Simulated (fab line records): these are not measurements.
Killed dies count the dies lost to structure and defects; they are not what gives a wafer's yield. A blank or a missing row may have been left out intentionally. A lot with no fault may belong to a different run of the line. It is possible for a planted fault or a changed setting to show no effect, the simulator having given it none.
The tool behind it: which one?	flow berkeleyCmos170	15 lots with 45 wafers sampled at 6 steps, on a route of 331 steps

== WHAT EACH GAUGE READ, for each wafer ==
UCB170_PLDD_TW_MEAS_11. Usual: PLDD_TW 1005, standard deviation 5.
lot	measured	on	PLDD_TW	flag
L540	day 7 16:38	filmMetro-03	1012 1009 1009	
L541	day 7 18:00	filmMetro-03	1007 1017 1011	
L543	day 7 21:33	filmMetro-01	1142 1139 1137	OFF
L545	day 9 08:34	filmMetro-01	997 1002 997	
L547	day 9 08:37	filmMetro-03	1009 1009 1015	
L548	day 9 09:44	filmMetro-01	1139 1138 1132	OFF
L552	day 9 17:05	filmMetro-02	1002 1003 1003	
L551	day 9 17:46	filmMetro-02	1140 1138 1138	OFF
L553	day 10 11:09	filmMetro-02	1007 1009 1004	
L554	day 11 01:31	filmMetro-02	1006 1001 1003	
L555	day 11 01:43	filmMetro-03	1012 1013 1005	
L559	day 11 18:31	filmMetro-03	1004 1010 1004	
L562	day 11 18:41	filmMetro-01	995 1006 1006	
L561	day 11 18:49	filmMetro-02	1007 1009 1010	
L563	day 12 11:33	filmMetro-01	1000 1007 1000	

UCB170_NLDD_CD_MEAS_06 targets a cd of 1200 nm. Usual: 1200.4 nm for cdNm, sd 1.7.
lot	measured	on	cdNm (nm)	flag
L540	day 7 18:56	cdSem-02	1200.5 1200.4 1200.3	
L541	day 7 20:13	cdSem-01	1201.3 1202.0 1201.5	
L543	day 7 22:50	cdSem-02	1198.5 1198.8 1198.1	
L545	day 9 10:07	cdSem-01	1199.2 1201.3 1201.0	
L547	day 9 10:23	cdSem-02	1199.9 1200.6 1200.9	
L548	day 9 11:31	cdSem-01	1202.0 1201.1 1200.6	
L552	day 9 18:29	cdSem-02	1198.3 1198.2 1199.1	
L551	day 9 19:11	cdSem-02	1199.7 1202.7 1200.4	
L553	day 10 12:23	cdSem-01	1202.8 1201.8 1201.5	
L554	day 11 03:02	cdSem-02	1200.7 1201.3 1200.1	
L555	day 11 03:09	cdSem-01	1202.9 1202.1 1202.0	
L559	day 11 19:52	cdSem-01	1199.7 1199.6 1198.9	
L562	day 11 20:09	cdSem-02	1199.9 1197.2 1198.3	
L561	day 11 20:24	cdSem-02	1202.0 1201.2 1203.1	
L563	day 12 12:54	cdSem-01	1200.0 1199.1 1200.0	

UCB170_SDANNEAL_RS_MEAS_04: a four-point-probe measurement. Usual: PLDD_RS 1031 ohm/sq, standard deviation 3.1.
lot	measured	on	PLDD_RS (ohm/sq)	flag
L540	day 8 10:41	filmMetro-02	1030 1027 1027	
L541	day 8 11:54	filmMetro-02	1027 1026 1029	
L543	day 8 11:10	filmMetro-02	756 757 756	OFF
L545	day 9 22:32	filmMetro-02	1036 1033 1036	
L547	day 9 22:22	filmMetro-03	1032 1035 1035	
L548	day 9 22:53	filmMetro-03	758 755 758	OFF
L552	day 10 08:10	filmMetro-03	1035 1036 1033	
L551	day 10 08:55	filmMetro-03	757 756 758	OFF
L553	day 11 01:58	filmMetro-02	1032 1031 1036	
L554	day 12 02:26	filmMetro-03	1031 1033 1035	
L555	day 12 02:58	filmMetro-03	1033 1034 1033	
L559	day 12 10:11	filmMetro-02	1032 1030 1029	
L562	day 12 10:38	filmMetro-01	1035 1035 1035	
L561	day 12 10:27	filmMetro-03	1026 1030 1028	
L563	day 13 07:04	filmMetro-02	1030 1034 1033	

== WHICH TOOL RAN EACH LOT (tool, then ch and the chambers of the sampled wafers, then the start) ==
lot	UCB170_PLDD_IMPLANT_09	UCB170_SDANNEAL_RTA_00	UCB170_SDANNEAL_RTA_01
L540	implanter-03 ch 0, day 7 16:23	rtpAnneal-01 ch 0, day 8 10:11	rtpAnneal-01 ch 0, day 8 10:15
L541	implanter-04 ch 0, day 7 17:45	rtpAnneal-01 ch 0, day 8 11:32	rtpAnneal-01 ch 0, day 8 11:36
L543	implanter-03 ch 0, day 7 20:59	rtpAnneal-01 ch 0, day 8 10:32	rtpAnneal-01 ch 0, day 8 10:36
L545	implanter-03 ch 0, day 9 08:21	rtpAnneal-02 ch 0, day 9 22:02	rtpAnneal-02 ch 0, day 9 22:10
L547	implanter-04 ch 0, day 9 08:22	rtpAnneal-01 ch 0, day 9 22:00	rtpAnneal-01 ch 0, day 9 22:04
L548	implanter-02 ch 0, day 9 09:09	rtpAnneal-02 ch 0, day 9 22:16	rtpAnneal-02 ch 0, day 9 22:20
L552	implanter-02 ch 0, day 9 16:50	rtpAnneal-01 ch 0, day 10 07:48	rtpAnneal-01 ch 0, day 10 07:52
L551	implanter-04 ch 0, day 9 17:11	rtpAnneal-02 ch 0, day 10 08:33	rtpAnneal-02 ch 0, day 10 08:37
L553	implanter-03 ch 0, day 10 10:54	rtpAnneal-02 ch 0, day 11 01:36	rtpAnneal-02 ch 0, day 11 01:40
L554	implanter-03 ch 0, day 11 01:13	rtpAnneal-01 ch 0, day 12 02:04	rtpAnneal-01 ch 0, day 12 02:08
L555	implanter-02 ch 0, day 11 01:28	rtpAnneal-01 ch 0, day 12 02:36	rtpAnneal-01 ch 0, day 12 02:40
L559	implanter-04 ch 0, day 11 18:16	rtpAnneal-02 ch 0, day 12 09:48	rtpAnneal-02 ch 0, day 12 09:52
L562	implanter-02 ch 0, day 11 18:26	rtpAnneal-02 ch 0, day 12 10:16	rtpAnneal-02 ch 0, day 12 10:20
L561	implanter-04 ch 0, day 11 18:34	rtpAnneal-01 ch 0, day 12 10:02	rtpAnneal-01 ch 0, day 12 10:06
L563	implanter-04 ch 0, day 12 11:20	rtpAnneal-01 ch 0, day 13 06:41	rtpAnneal-01 ch 0, day 13 06:44
- UCB170_PLDD_IMPLANT_09
- UCB170_SDANNEAL_RTA_00: time 10 s.
- UCB170_SDANNEAL_RTA_01: time 5 s.

== AS READ BY THE TOOLS THEMSELVES (means over the sampled wafers that have a number; for cases with no such wafer, the mark the record gives instead) ==
UCB170_PLDD_IMPLANT_09. Usual: beamEnergyKeV 9.999, standard deviation 0.0033; beamOnS 10.2 s, standard deviation 0.3; doseIonsCm2 5.001e+13, standard deviation 6e+10.
lot	tool	beamEnergyKeV	beamOnS (s)	doseIonsCm2	flag
L540	implanter-03	9.998	10.2	4.997e+13	
L541	implanter-04	9.998	10.3	4.995e+13	
L543	implanter-03	10.000	10.0	4.999e+13	
L545	implanter-03	10.001	10.1	5.004e+13	
L547	implanter-04	9.995	10.2	5.002e+13	
L548	implanter-02	9.999	9.9	5.000e+13	
L552	implanter-02	9.996	10.0	5.000e+13	
L551	implanter-04	10.000	10.4	4.999e+13	
L553	implanter-03	9.998	10.2	5.001e+13	
L554	implanter-03	10.000	10.0	5.005e+13	
L555	implanter-02	9.996	10.0	4.993e+13	
L559	implanter-04	10.002	10.4	4.995e+13	
L562	implanter-02	10.000	10.1	5.001e+13	
L561	implanter-04	10.001	10.7	4.996e+13	
L563	implanter-04	9.999	10.6	5.009e+13	

UCB170_SDANNEAL_RTA_00. Usual: lampPowerPct 21.2 %, standard deviation 1.2; wafer_temp_C_max 904.3, standard deviation 1.4.
lot	tool	lampPowerPct (%)	wafer_temp_C_max	flag
L540	rtpAnneal-01	20.3	902.8	
L541	rtpAnneal-01	20.3	903.7	
L543	rtpAnneal-01	20.3	902.8	
L545	rtpAnneal-02	22.9	906.0	
L547	rtpAnneal-01	20.3	904.1	
L548	rtpAnneal-02	22.9	906.0	
L552	rtpAnneal-01	20.3	903.1	
L551	rtpAnneal-02	22.9	906.0	
L553	rtpAnneal-02	22.9	905.7	
L554	rtpAnneal-01	20.3	902.9	
L555	rtpAnneal-01	20.3	905.7	
L559	rtpAnneal-02	22.9	904.9	
L562	rtpAnneal-02	22.9	905.2	
L561	rtpAnneal-01	20.3	903.5	
L563	rtpAnneal-01	20.3	903.6	

UCB170_SDANNEAL_RTA_01. Usual: lampPowerPct 32.7 %, standard deviation 1.8; wafer_temp_C_max 1055.2, standard deviation 1.7.
lot	tool	lampPowerPct (%)	wafer_temp_C_max	flag
L540	rtpAnneal-01	31.4	1054.9	
L541	rtpAnneal-01	31.4	1054.8	
L543	rtpAnneal-01	31.4	1054.2	
L545	rtpAnneal-02	35.3	1058.0	
L547	rtpAnneal-01	31.4	1053.8	
L548	rtpAnneal-02	35.3	1057.8	
L552	rtpAnneal-01	31.4	1053.9	
L551	rtpAnneal-02	35.4	1057.0	
L553	rtpAnneal-02	35.3	1056.1	
L554	rtpAnneal-01	31.4	1054.3	
L555	rtpAnneal-01	31.4	1053.6	
L559	rtpAnneal-02	35.3	1058.3	
L562	rtpAnneal-02	35.3	1058.1	
L561	rtpAnneal-01	31.4	1053.7	
L563	rtpAnneal-01	31.4	1054.7	

== THE ANSWER, worked out from the rows above alone ==
Rule: a lot is off if the mean of its wafers that have a number lies more than 3 standard deviations from the usual mean. A lot without any number at a reading at which 4 lots or more have one is off too. Any other lot the step has rows for is counted as sound. The gauges are gone through in route order, then the tools' own readings, and for those a lot's mean is taken as printed above. At the first step where some lot is off, the reading lying furthest off is the one used; lots without a number count as furthest.
Off: at UCB170_PLDD_TW_MEAS_11 (PLDD_TW), L543, L548, L551.
If a tool, at a process step before that reading, ran all the lots that are off and no sound lot after the first of them, it fits. The gauges at UCB170_PLDD_TW_MEAS_11 are tried like those tools. Not one of the candidates tried fits.

== WHAT HAD BEEN PUT IN BY THE SIMULATOR ==
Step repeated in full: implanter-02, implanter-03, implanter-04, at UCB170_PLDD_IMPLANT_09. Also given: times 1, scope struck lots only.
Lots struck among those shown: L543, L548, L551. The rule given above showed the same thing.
